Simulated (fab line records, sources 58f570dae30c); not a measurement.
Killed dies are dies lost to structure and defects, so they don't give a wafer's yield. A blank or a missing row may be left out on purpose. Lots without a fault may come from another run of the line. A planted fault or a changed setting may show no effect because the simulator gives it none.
Which tool did it? | flow berkeley_cmos170 | 14 lots, 42 wafers sampled, at 2 steps of a route of 331

WHAT THE GAUGES READ, wafer by wafer
UCB170_V1_OVL_MEAS_13. Usual: V1_OVL -5 nm, standard deviation 5.8.
lot  | measured     | on         | V1_OVL (nm) | flag
L201 | day 7 04:51  | overlay-02 | -2 -3 -7    |
L202 | day 7 20:34  | overlay-01 | -4 -5 -9    |
L204 | day 7 20:58  | overlay-01 | -11 -14 -13 |
L205 | day 8 04:34  | overlay-02 | -1 -1 -12   |
L208 | day 8 04:50  | overlay-02 | -7 0 0      |
L211 | day 9 16:31  | overlay-02 | - - -       | OFF
L212 | day 9 16:55  | overlay-02 | - - -       | OFF
L213 | day 10 01:16 | overlay-02 | -11 -14 -2  |
L214 | day 10 01:20 | overlay-01 | -16 -16 -17 |
L215 | day 10 14:19 | overlay-02 | 6 -8 1      |
L216 | day 10 22:05 | overlay-01 | -14 -12 -11 |
L217 | day 11 02:04 | overlay-02 | -4 -2 2     |
L221 | day 11 11:14 | overlay-01 | -3 -10 -6   |
L223 | day 12 13:07 | overlay-02 | 0 -3 -6     |

WHICH TOOL RAN EACH LOT (tool, then ch and the chambers of the sampled wafers, then the start)
lot  | UCB170_V1_EXPOSE_09
L201 | krf_scanner-02 ch 0, day 7 04:18
L202 | krf_scanner-02 ch 0, day 7 20:01
L204 | krf_scanner-02 ch 0, day 7 20:28
L205 | krf_scanner-01 ch 0, day 8 03:32
L208 | krf_scanner-02 ch 0, day 8 03:53
L211 | krf_scanner-01, day 9 15:59
L212 | krf_scanner-02, day 9 16:13
L213 | krf_scanner-01 ch 0, day 10 00:43
L214 | krf_scanner-01 ch 0, day 10 00:50
L215 | krf_scanner-01 ch 0, day 10 13:49
L216 | krf_scanner-01 ch 0, day 10 21:35
L217 | krf_scanner-01 ch 0, day 11 01:34
L221 | krf_scanner-02 ch 0, day 11 10:25
L223 | krf_scanner-02 ch 0, day 12 12:34
- UCB170_V1_EXPOSE_09: exposes mask VIA1, target cd 700 nm.

WHAT THE TOOLS THEMSELVES READ (means of the sampled wafers that have a number; where no wafer has one, the mark that the record gives instead)
UCB170_V1_EXPOSE_09. Usual: exposure_dose_mJ_cm2 36.96, standard deviation 0.031; focus_offset_nm 0.0 nm, standard deviation 0.57.
lot  | tool           | exposure_dose_mJ_cm2 | focus_offset_nm (nm) | flag
L201 | krf_scanner-02 | 36.95                | -0.5                 |
L202 | krf_scanner-02 | 36.98                | -0.4                 |
L204 | krf_scanner-02 | 36.93                | 0.4                  |
L205 | krf_scanner-01 | 36.92                | 0.0                  |
L208 | krf_scanner-02 | 36.95                | -0.9                 |
L211 | krf_scanner-01 | -                    | -                    | OFF
L212 | krf_scanner-02 | -                    | -                    | OFF
L213 | krf_scanner-01 | 36.96                | 0.2                  |
L214 | krf_scanner-01 | 36.97                | 0.1                  |
L215 | krf_scanner-01 | 36.97                | -0.3                 |
L216 | krf_scanner-01 | 36.98                | -0.3                 |
L217 | krf_scanner-01 | 36.94                | -0.2                 |
L221 | krf_scanner-02 | 36.97                | 0.2                  |
L223 | krf_scanner-02 | 36.89                | 0.7                  |

THE ANSWER, worked out from the rows above alone
Rule: a lot is off if the mean of its wafers that have a number lies more than 3 standard deviations from the usual mean. A lot without any number at a reading at which 4 lots or more have one is off too. The other lots that the step has rows for count as sound. The gauges are gone through in route order, then the tools' own readings, and for those a lot's mean is taken as printed above. The first step at which some lot is off is used, and at that step the reading that is off furthest; a lot without a number counts as furthest.
Off: L211, L212, at UCB170_V1_OVL_MEAS_13 (V1_OVL). Without a number there: L211, L212.
A tool fits if, at a process step before that reading, it ran every lot that is off, and no sound lot after the first of them. The gauges at UCB170_V1_OVL_MEAS_13 aren't tried: what is off there is off at UCB170_V1_EXPOSE_09 too, on other tools, and a gauge's error can't cause that. None of those tried fits.

WHAT THE SIMULATOR HAD PUT IN
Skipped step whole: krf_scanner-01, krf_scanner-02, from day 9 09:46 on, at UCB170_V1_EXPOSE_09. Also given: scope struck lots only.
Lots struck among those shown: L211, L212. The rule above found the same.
